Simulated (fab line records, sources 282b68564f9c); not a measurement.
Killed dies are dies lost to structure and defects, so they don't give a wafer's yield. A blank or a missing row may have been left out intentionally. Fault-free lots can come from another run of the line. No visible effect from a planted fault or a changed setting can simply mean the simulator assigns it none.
A struck lot beside a sound one ; flow rit_cmos ; 22 steps out of a route of 202
Sound: the wafers L266.2, L266.4, L266.6. Wafers struck: L275.1, L275.4, L275.6. At the end, the cause is stated.
Order at every step that has rows: each side's tool, ch and its chambers, its first start. Under that, the readings that differ: sound wafers ; struck wafers ; difference of the means ; sigmas: that difference in standard deviations of wafers without a fault.
alike: readings with means less than 2 such deviations apart, plus words and numbers identical on both sides. not compared: withheld readings, readings lacking a value on some wafer, bounds such as >300 that could conceal the same value, and numbers that have no deviation in the record and whose values overlap.
Wherever a step has rows on one side only, a row that says differs or no value, or a row with sigmas, the two part there. Non-overlapping numbers with no deviation appear without sigmas and do not part them. A reading missing from all wafers of one side parts the sides only when that side holds two or more wafers.

first, 2 steps without rows for these wafers: RIT_NSD_HARDBAKE_07 (time 60 s); RIT_NSD_IMPLANT_08.
RIT_NSD_STRIP_09: strips in O2, time 180 s.
  sound on plasma_asher-01 ch 0,1, day 3 09:22; struck on plasma_asher-03 ch 1, day 5 05:58
  alike: drypump_motor_current_A
  not compared: rf_hours_counter_h
RIT_NSD_TW_MEAS_10:
  sound on film_metro-01, day 3 09:32; struck on film_metro-01, day 5 06:08
  alike: NSD_TW
then, 6 steps without rows for these wafers: RIT_PSD_HMDS_00 (prime time 60 s); RIT_PSD_COAT_01 (resist thk 1000 nm); RIT_PSD_SOFTBAKE_02 (time 60 s); RIT_PSD_EXPOSE_03 (exposes mask M10, target cd 40900 nm); RIT_PSD_PEB_04; RIT_PSD_DEVELOP_05 (develop time 50 s).
RIT_PSD_OVL_MEAS_06:
  sound on overlay-01, day 3 10:31; struck on overlay-02, day 5 07:11
  alike: PSD_OVL
then, 1 step without rows for these wafers: RIT_PSD_HARDBAKE_07 (time 60 s).
RIT_PSD_IMPLANT_08:
  sound on implanter-01 ch 0, day 3 10:43; struck on implanter-01 ch 0, day 5 07:22
reading;sound;struck;difference;sigmas
beam_energy_keV;26.997 27.003 26.999;30.515 30.506 30.511;+3.511;+99 or more
model.implant.rp_nm (nm);22.91 22.91 22.91;24.17 24.17 24.17;+1.26;
model.implant.drp_nm (nm);12.05 12.05 12.05;13.13 13.13 13.13;+1.08;
  alike: tilt_deg
RIT_PSD_STRIP_09: strips in O2, time 180 s.
  sound on plasma_asher-03 ch 0,1, day 3 10:50; struck on plasma_asher-01 ch 0,1, day 5 07:31
  alike: drypump_motor_current_A
  not compared: rf_hours_counter_h
RIT_PSD_TW_MEAS_10:
  sound on film_metro-01, day 3 11:02; struck on film_metro-01, day 5 07:41
reading;sound;struck;difference;sigmas
PSD_TW;3506 3491 3471;3566 3559 3567;+75;+3
then, 3 steps without rows for these wafers: RIT_SDANNEAL_CLEAN_00 (cleans in SC1, time 600 s); RIT_SDANNEAL_CLEAN_01 (cleans in dHF, time 30 s); RIT_SDANNEAL_CLEAN_02 (cleans in SC2, time 600 s).
RIT_SDANNEAL_RTA_03: time 5 s.
  sound on rtp_anneal-02 ch 0, day 3 11:27; struck on rtp_anneal-01 ch 0, day 5 08:07
  alike: wafer_temp_C_max
RIT_SDANNEAL_RS_MEAS_04: uses a four-point probe to measure.
  sound on film_metro-04, day 3 11:31; struck on film_metro-02, day 5 08:10
reading;sound;struck;difference;sigmas
PSD_RS (ohm/sq);116.27 116.31 116.20;108.92 108.75 109.25;-7.29;-26
RIT_SDANNEAL_RS_MEAS_05: uses a four-point probe to measure.
  sound on film_metro-04, day 3 11:38; struck on film_metro-02, day 5 08:17
  alike: NSD_RS
RIT_M1_PROBE_99:
  sound on prober-02, day 3 18:47; struck on prober-01, day 5 16:06
reading;sound;struck;difference;sigmas
model.etest.contact_pplus.end_ohm_um;43.19 43.54 43.69;42.24 41.3 41.94;-1.65;
model.etest.diode_pplus_nwell.bv_v (V);6.751 6.758 6.753;6.858 6.812 6.796;+0.068;
model.etest.vpnp.gain;1.072 1.1 1.092;1.167 1.167 1.162;+0.077;
model.etest.diode_pplus_nwell.cj_ff_um2;1.649 1.636 1.646;1.632 1.617 1.62;-0.021;
  alike: killed_at_contacts, killed_at_front_end, killed_dies, killed_open, killed_short
  not compared: model.etest.diode_pplus_comb.cj_ff_um2

## WHERE THEY PART
Earliest at RIT_PSD_IMPLANT_08; latest, in this record, at RIT_SDANNEAL_RS_MEAS_04. Later steps at which nothing parts them and some readings are alike: RIT_SDANNEAL_RS_MEAS_05, RIT_M1_PROBE_99.

WHY: what the simulator had put in
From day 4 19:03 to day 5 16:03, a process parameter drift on implanter-01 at RIT_PSD_IMPLANT_08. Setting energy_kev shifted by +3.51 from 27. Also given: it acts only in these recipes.
